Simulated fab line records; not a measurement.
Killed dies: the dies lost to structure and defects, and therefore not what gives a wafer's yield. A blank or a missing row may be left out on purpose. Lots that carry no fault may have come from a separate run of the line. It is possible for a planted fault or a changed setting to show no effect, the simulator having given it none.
The tool behind it: which one?	flow rit-cmos	13 lots, 39 wafers sampled, at 2 steps of a route of 202

== WHAT THE GAUGES READ, wafer by wafer ==
Not one reading of a measure or inspect step in the record can be checked against a usual standard deviation.

== TOOL THAT RAN EACH LOT (tool first, then ch and the chambers of the sampled wafers, then the start) ==
lot	RIT_PSD_STRIP_09	RIT_M1_PROBE_99
L873	plasma-asher-02 ch 0,1, day 3 12:01	-
L874	plasma-asher-02 ch 0,1, day 3 17:37	-
L875	plasma-asher-02 ch 0,1, day 3 21:28	-
L882	plasma-asher-02 ch 0,1, day 5 13:41	prober-01, day 5 22:58
L883	plasma-asher-02 ch 0,1, day 6 01:04	prober-02, day 6 09:28
L885	plasma-asher-04 ch 0,1, day 6 13:33	prober-02, day 6 21:38
L886	plasma-asher-04 ch 0,1, day 6 22:56	-
L887	plasma-asher-04 ch 0,1, day 7 00:29	-
L888	plasma-asher-04 ch 0,1, day 7 04:33	-
L890	plasma-asher-04 ch 0,1, day 7 13:49	-
L892	plasma-asher-01 ch 0,1, day 8 00:57	-
L894	plasma-asher-01 ch 0,1, day 8 01:20	-
L896	plasma-asher-01 ch 0,1, day 8 05:53	-
- RIT_PSD_STRIP_09: strips in O2, time 180 s.
- RIT_M1_PROBE_99

== AS READ BY THE TOOLS THEMSELVES (means over the sampled wafers that have a number; for cases with no such wafer, the mark the record gives instead) ==
RIT_PSD_STRIP_09. Usual: drypump-motor-current-A at 6.3 A, with a standard deviation of 0.59.
lot	tool	drypump-motor-current-A (A)	flag
L873	plasma-asher-02	6.6	
L874	plasma-asher-02	6.6	
L875	plasma-asher-02	6.7	
L882	plasma-asher-02	6.6	
L883	plasma-asher-02	6.6	
L885	plasma-asher-04	6.1	
L886	plasma-asher-04	6.0	
L887	plasma-asher-04	5.5	
L888	plasma-asher-04	6.1	
L890	plasma-asher-04	5.5	
L892	plasma-asher-01	6.1	
L894	plasma-asher-01	6.1	
L896	plasma-asher-01	6.5	

RIT_M1_PROBE_99. Usual: killed-at-contacts 0.1, standard deviation 0.28; killed-at-front-end 7.1, standard deviation 2.8; killed-dies 7.1, standard deviation 2.9; killed-on-rim 1.9, standard deviation 1.5; killed-open 3.4, standard deviation 2; killed-short 3.6, standard deviation 2.1.
lot	tool	killed-at-contacts	killed-at-front-end	killed-dies	killed-on-rim	killed-open	killed-short	flag
L882	prober-01	0.0	41.3	41.3	6.3	2.0	2.7	OFF
L883	prober-02	0.0	38.7	38.7	5.0	2.7	1.3	OFF
L885	prober-02	0.0	9.0	9.0	1.0	4.0	5.0	

== THE ANSWER, worked out from the rows above alone ==
Rule: take the mean of a lot's wafers that have a number; if it is more than 3 standard deviations from the usual mean, the lot is off. Also off: a lot with no number at a reading for which 4 or more lots have one. Any other lot the step has rows for is counted as sound. First the gauges in route order, then the tools' own readings, where a lot's mean is used as printed above. At the first step where some lot is off, the reading lying furthest off is the one used; lots without a number count as furthest.
Off at RIT_M1_PROBE_99 (killed-at-front-end): L882, L883. Neither off nor sound, because the step has no rows for them: L873, L874, L875, L886, L887, L888, L890, L892, L894, L896.
If a tool, at that step or one of the process steps before it, ran each lot that is off and ran no sound lot following the first of them, it fits. One candidate fits, namely plasma-asher-02 at RIT_PSD_STRIP_09. It ran no sound lot before its first lot that is off in this sample, so the start can't be narrowed down.

== WHAT WAS PUT IN BY THE SIMULATOR ==
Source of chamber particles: plasma-asher-02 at RIT_PSD_STRIP_09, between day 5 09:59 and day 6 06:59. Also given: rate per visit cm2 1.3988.
Lots struck among those shown: L882, L883. Same finding as the rule above.
